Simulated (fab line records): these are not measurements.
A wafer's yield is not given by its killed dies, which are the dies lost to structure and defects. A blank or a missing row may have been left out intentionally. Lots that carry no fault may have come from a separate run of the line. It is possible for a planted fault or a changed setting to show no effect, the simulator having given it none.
Check for tools in common    flow rit_cmos    Sample size 14 lots and 42 wafers

## THE REASON FOR OPENING IT
Of 14 lots, 2 have the reading SILICIDE_TI_RS flagged at RIT_SILICIDE_RS_MEAS_02. Wafers without a fault read 48.2 ohm/sq, standard deviation 0.55.
Rule: flag the lot when none of its wafers has a number, or when each of its wafers that has one lies beyond 4 standard deviations from that mean. The rest of the lots are taken to be sound.

lot   measured     on             SILICIDE_TI_RS (ohm/sq), wafer by wafer  flag
L484  day 3 13:13  film_metro-03  48.9 48.8 49.4                           
L485  day 3 13:44  film_metro-01  48.9 48.1 48.8                           
L486  day 3 15:32  film_metro-04  47.4 47.8 48.0                           
L487  day 4 02:17  film_metro-03  48.2 48.1 48.1                           
L488  day 4 03:53  film_metro-04  48.3 47.9 47.9                           
L489  day 4 09:10  film_metro-04  47.1 47.2 47.3                           
L490  day 4 15:54  film_metro-03  47.8 47.3 48.3                           
L492  day 4 21:04  film_metro-03  47.9 48.5 48.3                           
L497  day 6 03:13  film_metro-01  48.3 48.4 48.6                           
L498  day 6 13:08  film_metro-04  57.8 57.1 58.0                           FLAGGED
L500  day 6 18:38  film_metro-04  58.1 58.0 58.3                           FLAGGED
L501  day 7 08:43  film_metro-04  47.6 47.5 47.9                           
L503  day 8 00:17  film_metro-03  47.7 47.6 48.0                           
L504  day 8 05:52  film_metro-01  48.4 48.0 49.1                           
The numbers of the flagged lots are 57.9 ohm/sq on average: +9.7 ohm/sq against the usual, or +18 standard deviations.

## EACH LOT AND THE TOOL IT RAN ON
The record keeps 1 process step preceding the reading, out of 202 steps on the route. Every cell lists first the tool, next ch and the chambers used by the sampled wafers, and last the start.
lot   flag     RIT_SILICIDE_SPUTTER_01
L484           pvd_sputter-02, day 3 13:04
L485           pvd_sputter-01, day 3 13:34
L486           pvd_sputter-03, day 3 15:22
L487           pvd_sputter-01, day 4 02:07
L488           pvd_sputter-03, day 4 03:44
L489           pvd_sputter-03, day 4 09:01
L490           pvd_sputter-02, day 4 15:43
L492           pvd_sputter-02, day 4 20:53
L497           pvd_sputter-03, day 6 03:04
L498  FLAGGED  pvd_sputter-02, day 6 12:56
L500  FLAGGED  pvd_sputter-02, day 6 18:29
L501           pvd_sputter-01, day 7 08:31
L503           pvd_sputter-01, day 8 00:04
L504           pvd_sputter-03, day 8 05:43
What is done by these steps:
- RIT_SILICIDE_SPUTTER_01: material Ti, target thk 30 nm, time 240 s.
- RIT_SILICIDE_RS_MEAS_02: measures by four-point-probe.

## FLAGGED AGAINST TOTAL, ONE TOOL AT A TIME (gauges that did the reading follow at the end)
step                     tool            lots run  flagged  share of the flagged lots  sound lots run after its first flagged lot
RIT_SILICIDE_SPUTTER_01  pvd_sputter-01  4         0        none                       -
RIT_SILICIDE_SPUTTER_01  pvd_sputter-02  5         2        all                        0
RIT_SILICIDE_SPUTTER_01  pvd_sputter-03  5         0        none                       -
RIT_SILICIDE_RS_MEAS_02  film_metro-01   3         0        none                       -
RIT_SILICIDE_RS_MEAS_02  film_metro-03   5         0        none                       -
RIT_SILICIDE_RS_MEAS_02  film_metro-04   6         2        all                        1 (L501)

## WHAT IS ALLOWED BY THE TABLE
pvd_sputter-02 at RIT_SILICIDE_SPUTTER_01 and film_metro-04 at RIT_SILICIDE_RS_MEAS_02 are the 2 rows of the table that ran each flagged lot.
- pvd_sputter-02 at RIT_SILICIDE_SPUTTER_01 ran 5 lots, 2 of them flagged. Last sound lot L492 at day 4 20:53, first flagged lot L498 at day 6 12:56; a fault beginning in between fits.
- film_metro-04 at RIT_SILICIDE_RS_MEAS_02 ran 6 lots, 2 of them flagged. After the first flagged lot (L501), sound lots still ran on it; a lasting fault on the whole tool would not permit that.
pvd_sputter-02 at RIT_SILICIDE_SPUTTER_01 is the single tool remaining.

## WHAT THE SIMULATOR HAD PUT IN
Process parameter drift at RIT_SILICIDE_SPUTTER_01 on pvd_sputter-02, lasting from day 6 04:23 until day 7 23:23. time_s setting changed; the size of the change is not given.
Lots struck among those shown: L498, L500. This agrees with what the rule above found.
